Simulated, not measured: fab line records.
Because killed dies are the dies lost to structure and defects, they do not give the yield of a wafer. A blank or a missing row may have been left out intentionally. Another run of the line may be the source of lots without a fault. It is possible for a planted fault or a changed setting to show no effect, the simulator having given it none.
Which tool is to blame? + flow berkeley cmos170 + 14 lots, 42 wafers sampled, at 1 step of a route of 331

== WHAT EACH GAUGE READ, for each wafer ==
The record holds no reading of a measuring or inspecting step that can be judged against a usual standard deviation.

== TOOL THAT RAN EACH LOT (tool first, then ch and the chambers of the sampled wafers, then the start) ==
| lot  | UCB170_CONTACT_EXPOSE_12          |
|------|-----------------------------------|
| L622 | krf scanner-01 ch 0, day 6 18:02  |
| L621 | krf scanner-01 ch 0, day 6 18:32  |
| L624 | krf scanner-01 ch 0, day 7 13:49  |
| L625 | krf scanner-01, day 7 16:01       |
| L626 | krf scanner-01, day 7 16:10       |
| L627 | krf scanner-02 ch 0, day 8 02:08  |
| L635 | krf scanner-01 ch 0, day 10 04:19 |
| L637 | krf scanner-02 ch 0, day 10 05:18 |
| L639 | krf scanner-01 ch 0, day 10 22:37 |
| L640 | krf scanner-01 ch 0, day 10 22:41 |
| L641 | krf scanner-01 ch 0, day 10 22:49 |
| L642 | krf scanner-02 ch 0, day 11 10:22 |
| L643 | krf scanner-01 ch 0, day 11 11:22 |
| L644 | krf scanner-02 ch 0, day 11 14:07 |
- UCB170_CONTACT_EXPOSE_12: exposes mask CONT, target cd 700 nm.

== AS READ BY THE TOOLS THEMSELVES (means over the sampled wafers that have a number; for cases with no such wafer, the mark the record gives instead) ==
UCB170_CONTACT_EXPOSE_12. Usual: exposure dose mJ cm2 35.00, standard deviation 0.036; focus offset nm -0.1 nm, standard deviation 0.59; reticle temp C 23.00 C, standard deviation 0.097.
| lot  | tool           | exposure dose mJ cm2 | focus offset nm (nm) | reticle temp C (C) | flag |
|------|----------------|----------------------|----------------------|--------------------|------|
| L622 | krf scanner-01 | 34.97                | -0.2                 | 22.89              |      |
| L621 | krf scanner-01 | 34.98                | -0.9                 | 22.96              |      |
| L624 | krf scanner-01 | 34.96                | -0.2                 | 23.00              |      |
| L625 | krf scanner-01 | -                    | -                    | -                  | OFF  |
| L626 | krf scanner-01 | -                    | -                    | -                  | OFF  |
| L627 | krf scanner-02 | 35.07                | 0.6                  | 22.90              |      |
| L635 | krf scanner-01 | 34.95                | -1.0                 | 23.11              |      |
| L637 | krf scanner-02 | 35.00                | -0.4                 | 23.13              |      |
| L639 | krf scanner-01 | 35.04                | 0.2                  | 23.05              |      |
| L640 | krf scanner-01 | 35.01                | 0.5                  | 23.00              |      |
| L641 | krf scanner-01 | 34.97                | 0.7                  | 23.08              |      |
| L642 | krf scanner-02 | 35.00                | 0.7                  | 23.07              |      |
| L643 | krf scanner-01 | 34.98                | 0.3                  | 22.94              |      |
| L644 | krf scanner-02 | 35.01                | -0.3                 | 23.07              |      |

== THE ANSWER, worked out from the rows above alone ==
Rule: take the mean of a lot's wafers that have a number; if it is more than 3 standard deviations from the usual mean, the lot is off. A lot without any number at a reading at which 4 lots or more have one is off too. Any other lot the step has rows for is counted as sound. First the gauges in route order, then the tools' own readings, where a lot's mean is used as printed above. The first step at which some lot is off is used, and at that step the reading that is off furthest; a lot without a number counts as furthest.
Off: L625, L626 (UCB170_CONTACT_EXPOSE_12, exposure dose mJ cm2). Without a number there: L625, L626.
A tool fits if, at that step or a process step before it, it ran every lot that is off, and no sound lot after the first of them. None of those tried fits.

== WHAT WAS PUT IN BY THE SIMULATOR ==
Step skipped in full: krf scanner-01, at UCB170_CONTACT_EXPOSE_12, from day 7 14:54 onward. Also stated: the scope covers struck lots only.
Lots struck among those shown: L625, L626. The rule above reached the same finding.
